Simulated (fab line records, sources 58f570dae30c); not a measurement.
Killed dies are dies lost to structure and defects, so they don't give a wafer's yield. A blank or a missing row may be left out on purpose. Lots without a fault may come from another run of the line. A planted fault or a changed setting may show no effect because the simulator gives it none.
Split-lot experiment | flow berkeley_cmos170 | 5 lots, 23 wafers read, on a route of 331 steps

THE SPLIT
At UCB170_V2_CMP_02 (polishes SiO2), the setting leave_above_ref_nm was moved away from the recipe's 1000 nm on 7 of the 23 wafers read, by -3.5% to +6.8%. The other wafers ran this setting at the recipe's value.

The file shows no step between the split and the reading.

THE READING
V2_POLISHED_THK, in nm, at UCB170_V2_THK_MEAS_04. Fault-free wafers of this fab line usually give 1000.4 nm, standard deviation 1.1 nm.

wafer  | tool, chamber at the split | leave_above_ref_nm as run, nm | against the recipe | V2_POLISHED_THK, nm | against lot-mates on the recipe
L074.1 | cmp-02, 0                  | 1000                          | recipe             | 1000.0              | -
L074.5 | cmp-02, 1                  | 1000                          | recipe             | 998.8               | -
L074.6 | cmp-02, 2                  | 1000                          | recipe             | 1001.3              | -
L076.1 | cmp-01, 0                  | 1000                          | recipe             | 1000.0              | -
L076.2 | cmp-01, 3                  | 969.3                         | -3.1%              | 969.6               | -30.8
L076.3 | cmp-01, 2                  | 969.3                         | -3.1%              | 969.4               | -31.0
L076.4 | cmp-01, 1                  | 1000                          | recipe             | 1000.8              | -
L076.6 | cmp-01, 0                  | 969.3                         | -3.1%              | 971.3               | -29.1
L077.2 | cmp-01, 2                  | 965                           | -3.5%              | 964.9               | -34.4
L077.3 | cmp-01, 3                  | 1000                          | recipe             | 1000.4              | -
L077.4 | cmp-01, 1                  | 1000                          | recipe             | 998.7               | -
L077.5 | cmp-01, 2                  | 965                           | -3.5%              | 964.3               | -35.0
L077.6 | cmp-01, 1                  | 1000                          | recipe             | 998.7               | -
L081.1 | cmp-02, 1                  | 1000                          | recipe             | 1000.6              | -
L081.2 | cmp-02, 0                  | 1068                          | +6.8%              | 1070.9              | +70.2
L081.3 | cmp-02, 3                  | 1000                          | recipe             | 1000.4              | -
L081.5 | cmp-02, 1                  | 1000                          | recipe             | 1001.1              | -
L081.6 | cmp-02, 2                  | 1068                          | +6.8%              | 1069.4              | +68.7
L084.1 | cmp-02, 3                  | 1000                          | recipe             | 1001.1              | -
L084.3 | cmp-02, 1                  | 1000                          | recipe             | 999.5               | -
L084.4 | cmp-02, 0,2                | 1000                          | recipe             | 1000.8              | -
L084.5 | cmp-02, 1                  | 1000                          | recipe             | 999.0               | -
L084.6 | cmp-02, 0,2                | 1000                          | recipe             | 1000.7              | -
Where a row lists several chambers, the file gives one row for several wafers and doesn't say which wafer went through which chamber.

THE FIT
A straight line over all 23 wafers: V2_POLISHED_THK changes by +10.2 nm for each +1% of leave_above_ref_nm; r = +1.00; the points scatter about the line by 0.99 nm.
The same after taking each lot's own level away (the mean of its wafers on the recipe; 23 wafers): +10.1 nm for each +1%; r = +1.00; scatter 0.84 nm.
On that fit, the largest move of leave_above_ref_nm shifts the reading by 69 nm.
The lots' own levels span 999.27 to 1000.70 nm, that is 1.3 times the standard deviation above.
So the lot-to-lot level changes the slope little: the two slopes agree.
Check: with one of the wafers moved furthest among these (+6.8%) left out of the fit, the line predicts +68.1 nm for it against its lot-mates. It came out at +70.2 nm against them.

OTHER SPLITS ON THESE WAFERS
These wafers also went through other splits before the reading. Each is held against what the fit with the lots' levels taken away leaves over:
other split on the same wafers | wafers away from the commonest value | r with V2_POLISHED_THK (lot level and that fit taken away)
UCB170_M2_EXPOSE_12 dose_mj    | 12                                   | +0.01

THE WHOLE CHAIN: every reading that the file lists as answering this split, in the file's order
step                    | what it does                                                              | reading                                                                   | change (the file's fit)              | r (the file's)
UCB170_V2_CMP_02        | polishes SiO2                                                             | SiO2_of_V2_CVD_00.thk_nm (the simulator's own value, which no gauge read) | +10.1 nm for each +1% of the setting | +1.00
UCB170_V2_THK_MEAS_04   |                                                                           | V2_POLISHED_THK                                                           | +10.1 for each +1% of the setting    | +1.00
UCB170_V2_ETCH_14       | etches SiO2 in CHF3/CF4/Ar, stops on Al, target depth 1250 nm, time 291 s | V2.feature_depth_nm (the simulator's own value, which no gauge read)      | +10.1 nm for each +1% of the setting | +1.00
UCB170_V2_ETCH_14       | etches SiO2 in CHF3/CF4/Ar, stops on Al, target depth 1250 nm, time 291 s | etch.depth_nm (the simulator's own value, which no gauge read)            | +10.1 nm for each +1% of the setting | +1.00
UCB170_M3_METAL_ETCH_18 | etches Al in Cl2/BCl3, stops on SiO2, target depth 1170 nm, time 195 s    | SiO2_of_V2_CVD_00.thk_nm (the simulator's own value, which no gauge read) | +9.58 nm for each +1% of the setting | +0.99

THE FILE'S OWN FIT
V2_POLISHED_THK changes by +10.1 nm for each +1% of leave_above_ref_nm, r = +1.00.
